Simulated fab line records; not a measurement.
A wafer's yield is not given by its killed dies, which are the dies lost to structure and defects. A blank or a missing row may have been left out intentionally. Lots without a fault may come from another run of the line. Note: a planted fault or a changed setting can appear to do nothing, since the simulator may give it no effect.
Which tool was responsible? -- flow berkeley-cmos170 -- at 1 step of a route of 331, 15 lots with 45 wafers sampled

== WHAT THE GAUGES READ, wafer by wafer ==
The record lacks any reading of a measuring or inspecting step that a usual standard deviation could be used to judge.

== WHAT TOOL EACH LOT RAN ON (gives the tool, then ch and the chambers of the sampled wafers, and finally the start) ==
lot,UCB170_NWELL_OXIDATION_01
L937,"furnace-04 ch 0, day 2 10:16"
L939,"furnace-04 ch 0, day 2 17:13"
L940,"furnace-02 ch 0, day 3 00:20"
L941,"furnace-02 ch 0, day 3 00:20"
L942,"furnace-04 ch 0, day 3 06:56"
L943,"furnace-02 ch 0, day 3 13:36"
L946,"furnace-01 ch 0, day 4 02:43"
L947,"furnace-04 ch 0, day 4 11:32"
L951,"furnace-04, day 5 07:38"
L952,"furnace-04, day 5 07:38"
L953,"furnace-04, day 5 16:55"
L955,"furnace-04 ch 0, day 5 22:31"
L957,"furnace-04 ch 0, day 6 13:34"
L958,"furnace-04 ch 0, day 6 13:34"
L959,"furnace-02 ch 0, day 6 23:05"
- UCB170_NWELL_OXIDATION_01: target thk 26.4 nm, ox time 1260 s.

== WHAT THE TOOLS THEMSELVES READ (means of the sampled wafers that have a number; where no wafer has one, the mark that the record gives instead) ==
UCB170_NWELL_OXIDATION_01.
lot,tool,ox-temp-c (C),ox-temp-c-max,tube-center-temp-C (C)
L937,furnace-04,1000.3,1004.5,1000
L939,furnace-04,999.7,1004.6,1000
L940,furnace-02,999.9,1004.5,1000
L941,furnace-02,999.9,1004.1,1000
L942,furnace-04,1000.5,1005.5,1000
L943,furnace-02,999.5,1004.0,1000
L946,furnace-01,999.7,1003.8,1000
L947,furnace-04,1000.2,1004.7,1000
L951,furnace-04,-,-,-
L952,furnace-04,-,-,-
L953,furnace-04,-,-,-
L955,furnace-04,999.7,1004.2,1000
L957,furnace-04,1000.2,1004.9,1000
L958,furnace-04,999.7,1005.1,1000
L959,furnace-02,1000.1,1004.5,1000

== THE ANSWER, worked out from the rows above alone ==
Rule: usual is defined by the lots themselves. The widest of any qualifying gaps counts: lots, ordered by their means at a reading, are off when they make up no more than a third of the lots, leave a main group of 4 or more, and stand apart from it by 3 or more times the standard deviation of that group's means. A main group is skipped when, at the precision printed for the reading in the tables above, its means are all equal. Also off: a lot with no number at a reading for which 4 or more lots have one. The other lots that the step has rows for count as sound. Order of review: gauges by route order, followed by the tools' own readings, for which a lot's mean as printed above is used. The first step at which some lot is off is used, and at that step the reading that is off furthest; a lot without a number counts as furthest.
Off: L951, L952, L953, at UCB170_NWELL_OXIDATION_01 (ox-temp-c). Without a number there: L951, L952, L953. The main group has a mean of 1000.0 C with a standard deviation of 0.29.
If a tool, at that step or one of the process steps before it, ran each lot that is off and ran no sound lot following the first of them, it fits. No candidate that was tried fits.

== WHAT HAD BEEN PUT IN BY THE SIMULATOR ==
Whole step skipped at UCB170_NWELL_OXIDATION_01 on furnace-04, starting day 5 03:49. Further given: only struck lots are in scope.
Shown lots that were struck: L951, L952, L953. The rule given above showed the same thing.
